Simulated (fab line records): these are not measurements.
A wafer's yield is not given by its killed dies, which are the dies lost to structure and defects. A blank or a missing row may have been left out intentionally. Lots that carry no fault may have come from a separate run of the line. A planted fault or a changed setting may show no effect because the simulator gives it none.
Which tool did it? :: flow rit_cmos :: 14 lots, 42 wafers sampled, at 6 steps of a route of 202

## WHAT EACH GAUGE READ, for each wafer
RIT_ACTIVE_BOW_MEAS_00. Usual: INCOMING_BOW typically reads 0 um, with standard deviation 6.7.
lot: L135
measured: day 1 10:04
on: film_metro-03
INCOMING_BOW (um): -5 -5 -1
flag: 

lot: L139
measured: day 2 06:01
on: film_metro-02
INCOMING_BOW (um): 1 -2 4
flag: 

lot: L140
measured: day 2 11:01
on: film_metro-02
INCOMING_BOW (um): 2 -17 -7
flag: 

lot: L141
measured: day 2 16:02
on: film_metro-03
INCOMING_BOW (um): -5 6 1
flag: 

lot: L143
measured: day 3 02:00
on: film_metro-03
INCOMING_BOW (um): -7 8 -17
flag: 

lot: L144
measured: day 3 07:02
on: film_metro-03
INCOMING_BOW (um): 1 -3 -7
flag: 

lot: L146
measured: day 3 17:00
on: film_metro-04
INCOMING_BOW (um): 2 2 -3
flag: 

lot: L147
measured: day 3 22:01
on: film_metro-04
INCOMING_BOW (um): 2 -7 4
flag: 

lot: L149
measured: day 4 08:00
on: film_metro-04
INCOMING_BOW (um): -1 1 4
flag: 

lot: L151
measured: day 4 18:01
on: film_metro-03
INCOMING_BOW (um): 8 -5 -8
flag: 

lot: L153
measured: day 5 04:00
on: film_metro-03
INCOMING_BOW (um): -3 -12 -5
flag: 

lot: L154
measured: day 5 09:01
on: film_metro-03
INCOMING_BOW (um): -2 6 5
flag: 

lot: L156
measured: day 5 19:04
on: film_metro-03
INCOMING_BOW (um): -2 -4 -5
flag: 

lot: L158
measured: day 6 05:02
on: film_metro-03
INCOMING_BOW (um): -3 -5 5
flag: 

RIT_GATE_CD_MEAS_16: the cd target is 150 nm. Usual: cd_nm at 149.6 nm, with a standard deviation of 2.5.
lot: L135
measured: day 2 14:29
on: cd_sem-02
cd_nm (nm): 151.0 147.8 148.5
flag: 

lot: L139
measured: day 3 09:25
on: cd_sem-02
cd_nm (nm): 149.2 152.3 149.8
flag: 

lot: L140
measured: day 3 14:25
on: cd_sem-01
cd_nm (nm): 146.5 150.9 149.1
flag: 

lot: L141
measured: day 3 20:16
on: cd_sem-02
cd_nm (nm): 150.7 148.4 152.3
flag: 

lot: L143
measured: day 4 06:50
on: cd_sem-02
cd_nm (nm): 146.4 148.4 147.8
flag: 

lot: L144
measured: day 4 09:59
on: cd_sem-02
cd_nm (nm): 150.5 151.1 150.4
flag: 

lot: L146
measured: day 4 21:11
on: cd_sem-02
cd_nm (nm): 154.2 154.9 152.9
flag: 

lot: L147
measured: day 5 01:03
on: cd_sem-01
cd_nm (nm): 146.2 146.6 148.9
flag: 

lot: L149
measured: day 5 11:17
on: cd_sem-02
cd_nm (nm): 145.0 145.7 145.8
flag: 

lot: L151
measured: day 5 22:14
on: cd_sem-01
cd_nm (nm): 151.2 147.2 149.4
flag: 

lot: L153
measured: day 6 06:51
on: cd_sem-01
cd_nm (nm): 150.2 151.8 150.0
flag: 

lot: L154
measured: day 6 11:38
on: cd_sem-02
cd_nm (nm): 149.3 149.9 148.6
flag: 

lot: L156
measured: day 6 22:59
on: cd_sem-02
cd_nm (nm): 151.0 151.5 149.7
flag: 

lot: L158
measured: day 7 07:56
on: cd_sem-02
cd_nm (nm): 149.5 149.4 148.5
flag: 

RIT_SILICIDE_RS_MEAS_02: a four-point-probe measurement. Usual: SILICIDE_TI_RS typically reads 50.9 ohm/sq, with standard deviation 0.73.
lot: L135
measured: day 3 03:53
on: film_metro-04
SILICIDE_TI_RS (ohm/sq): 51.8 51.8 51.4
flag: 

lot: L139
measured: day 3 22:36
on: film_metro-01
SILICIDE_TI_RS (ohm/sq): 50.7 50.0 50.1
flag: 

lot: L140
measured: day 4 05:04
on: film_metro-04
SILICIDE_TI_RS (ohm/sq): 51.2 51.0 51.4
flag: 

lot: L141
measured: day 4 10:24
on: film_metro-02
SILICIDE_TI_RS (ohm/sq): 49.3 49.5 49.8
flag: 

lot: L143
measured: day 4 20:02
on: film_metro-04
SILICIDE_TI_RS (ohm/sq): 51.0 51.1 51.4
flag: 

lot: L144
measured: day 4 23:19
on: film_metro-01
SILICIDE_TI_RS (ohm/sq): 51.8 51.7 51.5
flag: 

lot: L146
measured: day 5 10:40
on: film_metro-02
SILICIDE_TI_RS (ohm/sq): 50.4 49.7 49.7
flag: 

lot: L147
measured: day 5 15:30
on: film_metro-04
SILICIDE_TI_RS (ohm/sq): 51.7 51.4 51.8
flag: 

lot: L149
measured: day 6 03:11
on: film_metro-02
SILICIDE_TI_RS (ohm/sq): 51.6 50.5 50.7
flag: 

lot: L151
measured: day 6 12:28
on: film_metro-01
SILICIDE_TI_RS (ohm/sq): 31.9 32.0 31.9
flag: OFF

lot: L153
measured: day 6 20:23
on: film_metro-01
SILICIDE_TI_RS (ohm/sq): 32.2 32.2 32.0
flag: OFF

lot: L154
measured: day 7 01:52
on: film_metro-01
SILICIDE_TI_RS (ohm/sq): 50.8 50.3 50.4
flag: 

lot: L156
measured: day 7 13:23
on: film_metro-02
SILICIDE_TI_RS (ohm/sq): 49.7 50.5 50.3
flag: 

lot: L158
measured: day 8 00:14
on: film_metro-01
SILICIDE_TI_RS (ohm/sq): 49.0 49.9 49.6
flag: 

RIT_SILICIDE_THK_MEAS_03: measures by xrf. Usual: SILICIDE_TI_THK typically reads 28.6 nm, with standard deviation 0.33.
lot: L135
measured: day 3 03:58
on: film_metro-04
SILICIDE_TI_THK (nm): 28.4 28.5 28.7
flag: 

lot: L139
measured: day 3 22:43
on: film_metro-01
SILICIDE_TI_THK (nm): 28.7 28.9 28.9
flag: 

lot: L140
measured: day 4 05:10
on: film_metro-04
SILICIDE_TI_THK (nm): 28.6 28.7 28.4
flag: 

lot: L141
measured: day 4 10:30
on: film_metro-02
SILICIDE_TI_THK (nm): 29.2 28.9 28.9
flag: 

lot: L143
measured: day 4 20:09
on: film_metro-04
SILICIDE_TI_THK (nm): 28.4 28.4 28.4
flag: 

lot: L144
measured: day 4 23:25
on: film_metro-01
SILICIDE_TI_THK (nm): 28.1 28.3 28.2
flag: 

lot: L146
measured: day 5 10:47
on: film_metro-02
SILICIDE_TI_THK (nm): 28.4 28.8 28.7
flag: 

lot: L147
measured: day 5 15:37
on: film_metro-04
SILICIDE_TI_THK (nm): 28.5 28.6 28.3
flag: 

lot: L149
measured: day 6 03:19
on: film_metro-02
SILICIDE_TI_THK (nm): 27.8 28.3 28.4
flag: 

lot: L151
measured: day 6 12:35
on: film_metro-01
SILICIDE_TI_THK (nm): 41.7 41.7 41.4
flag: OFF

lot: L153
measured: day 6 20:31
on: film_metro-01
SILICIDE_TI_THK (nm): 41.3 41.5 41.8
flag: OFF

lot: L154
measured: day 7 01:58
on: film_metro-01
SILICIDE_TI_THK (nm): 28.7 29.0 28.9
flag: 

lot: L156
measured: day 7 13:28
on: film_metro-02
SILICIDE_TI_THK (nm): 28.9 28.4 28.4
flag: 

lot: L158
measured: day 8 00:20
on: film_metro-01
SILICIDE_TI_THK (nm): 29.3 29.2 29.2
flag: 

RIT_CONTACT_CD_MEAS_08: the cd target is 1000 nm. Usual: cd_nm at 999.7 nm, with a standard deviation of 1.7.
lot: L135
measured: day 3 05:19
on: cd_sem-02
cd_nm (nm): 1000.5 998.7 1001.6
flag: 

lot: L139
measured: day 4 00:10
on: cd_sem-01
cd_nm (nm): 1002.7 1001.8 1000.3
flag: 

lot: L140
measured: day 4 06:29
on: cd_sem-01
cd_nm (nm): 1000.4 996.6 999.2
flag: 

lot: L141
measured: day 4 11:50
on: cd_sem-01
cd_nm (nm): 1000.8 998.8 999.1
flag: 

lot: L143
measured: day 4 21:33
on: cd_sem-02
cd_nm (nm): 1001.4 998.1 999.6
flag: 

lot: L144
measured: day 5 00:46
on: cd_sem-01
cd_nm (nm): 1000.6 1000.5 998.0
flag: 

lot: L146
measured: day 5 12:16
on: cd_sem-02
cd_nm (nm): 1001.1 998.8 1001.1
flag: 

lot: L147
measured: day 5 16:56
on: cd_sem-01
cd_nm (nm): 997.9 998.0 996.5
flag: 

lot: L149
measured: day 6 04:38
on: cd_sem-01
cd_nm (nm): 999.9 999.0 1000.1
flag: 

lot: L151
measured: day 6 14:03
on: cd_sem-02
cd_nm (nm): 998.9 999.6 999.7
flag: 

lot: L153
measured: day 6 21:57
on: cd_sem-02
cd_nm (nm): 1001.9 1000.9 999.8
flag: 

lot: L154
measured: day 7 03:17
on: cd_sem-02
cd_nm (nm): 998.2 999.8 999.3
flag: 

lot: L156
measured: day 7 14:56
on: cd_sem-02
cd_nm (nm): 998.5 1000.3 1001.8
flag: 

lot: L158
measured: day 8 01:40
on: cd_sem-02
cd_nm (nm): 999.9 1002.2 1000.2
flag: 

## WHAT TOOL EACH LOT RAN ON (gives the tool, then ch and the chambers of the sampled wafers, and finally the start)
lot: L135
RIT_SILICIDE_SPUTTER_01: pvd_sputter-02, day 3 03:40

lot: L139
RIT_SILICIDE_SPUTTER_01: pvd_sputter-04, day 3 22:26

lot: L140
RIT_SILICIDE_SPUTTER_01: pvd_sputter-02, day 4 04:53

lot: L141
RIT_SILICIDE_SPUTTER_01: pvd_sputter-01, day 4 10:13

lot: L143
RIT_SILICIDE_SPUTTER_01: pvd_sputter-01, day 4 19:53

lot: L144
RIT_SILICIDE_SPUTTER_01: pvd_sputter-02, day 4 23:07

lot: L146
RIT_SILICIDE_SPUTTER_01: pvd_sputter-02, day 5 10:31

lot: L147
RIT_SILICIDE_SPUTTER_01: pvd_sputter-01, day 5 15:20

lot: L149
RIT_SILICIDE_SPUTTER_01: pvd_sputter-01, day 6 03:02

lot: L151
RIT_SILICIDE_SPUTTER_01: pvd_sputter-01, day 6 12:18

lot: L153
RIT_SILICIDE_SPUTTER_01: pvd_sputter-01, day 6 20:14

lot: L154
RIT_SILICIDE_SPUTTER_01: pvd_sputter-02, day 7 01:41

lot: L156
RIT_SILICIDE_SPUTTER_01: pvd_sputter-02, day 7 13:10

lot: L158
RIT_SILICIDE_SPUTTER_01: pvd_sputter-02, day 8 00:03
- RIT_SILICIDE_SPUTTER_01: material Ti, target thk 30 nm, time 229.5 s.

## AS READ BY THE TOOLS THEMSELVES (means over the sampled wafers that have a number; for cases with no such wafer, the mark the record gives instead)
RIT_SILICIDE_SPUTTER_01. Usual: cathode_dc_power_W 350.00 W, standard deviation 0.061; throttle_valve_pct 30.0 %, standard deviation 1.
lot: L135
tool: pvd_sputter-02
cathode_dc_power_W (W): 349.99
throttle_valve_pct (%): 30.5
flag: 

lot: L139
tool: pvd_sputter-04
cathode_dc_power_W (W): 349.96
throttle_valve_pct (%): 29.8
flag: 

lot: L140
tool: pvd_sputter-02
cathode_dc_power_W (W): 350.04
throttle_valve_pct (%): 29.9
flag: 

lot: L141
tool: pvd_sputter-01
cathode_dc_power_W (W): 349.93
throttle_valve_pct (%): 29.9
flag: 

lot: L143
tool: pvd_sputter-01
cathode_dc_power_W (W): 349.98
throttle_valve_pct (%): 30.1
flag: 

lot: L144
tool: pvd_sputter-02
cathode_dc_power_W (W): 350.02
throttle_valve_pct (%): 30.4
flag: 

lot: L146
tool: pvd_sputter-02
cathode_dc_power_W (W): 350.03
throttle_valve_pct (%): 30.1
flag: 

lot: L147
tool: pvd_sputter-01
cathode_dc_power_W (W): 350.00
throttle_valve_pct (%): 28.9
flag: 

lot: L149
tool: pvd_sputter-01
cathode_dc_power_W (W): 349.99
throttle_valve_pct (%): 29.0
flag: 

lot: L151
tool: pvd_sputter-01
cathode_dc_power_W (W): 349.94
throttle_valve_pct (%): 29.7
flag: 

lot: L153
tool: pvd_sputter-01
cathode_dc_power_W (W): 350.00
throttle_valve_pct (%): 29.0
flag: 

lot: L154
tool: pvd_sputter-02
cathode_dc_power_W (W): 350.00
throttle_valve_pct (%): 30.3
flag: 

lot: L156
tool: pvd_sputter-02
cathode_dc_power_W (W): 350.02
throttle_valve_pct (%): 30.5
flag: 

lot: L158
tool: pvd_sputter-02
cathode_dc_power_W (W): 349.99
throttle_valve_pct (%): 30.1
flag: 

## THE ANSWER, worked out from the rows above alone
Rule: a lot is off if the mean of its wafers that have a number lies more than 3 standard deviations from the usual mean. Also off: a lot with no number at a reading for which 4 or more lots have one. Any other lot the step has rows for is counted as sound. The gauges are gone through in route order, then the tools' own readings, and for those a lot's mean is taken as printed above. At the first step where some lot is off, the reading lying furthest off is the one used; lots without a number count as furthest.
Off: L151, L153, at RIT_SILICIDE_RS_MEAS_02 (SILICIDE_TI_RS).
A tool fits if, at a process step before that reading, it ran every lot that is off, and no sound lot after the first of them. Gauges at RIT_SILICIDE_RS_MEAS_02: tried the same way as those tools. One fits: RIT_SILICIDE_SPUTTER_01 on pvd_sputter-01. A fault onset in the window from L149 (day 6 03:02, its last sound lot) to L151 (day 6 12:18, its first lot off) fits.

## WHAT WAS PUT IN BY THE SIMULATOR
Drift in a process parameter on pvd_sputter-01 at RIT_SILICIDE_SPUTTER_01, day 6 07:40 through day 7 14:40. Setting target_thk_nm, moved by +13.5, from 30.
Struck lots among those shown: L151, L153. The rule given above showed the same thing.
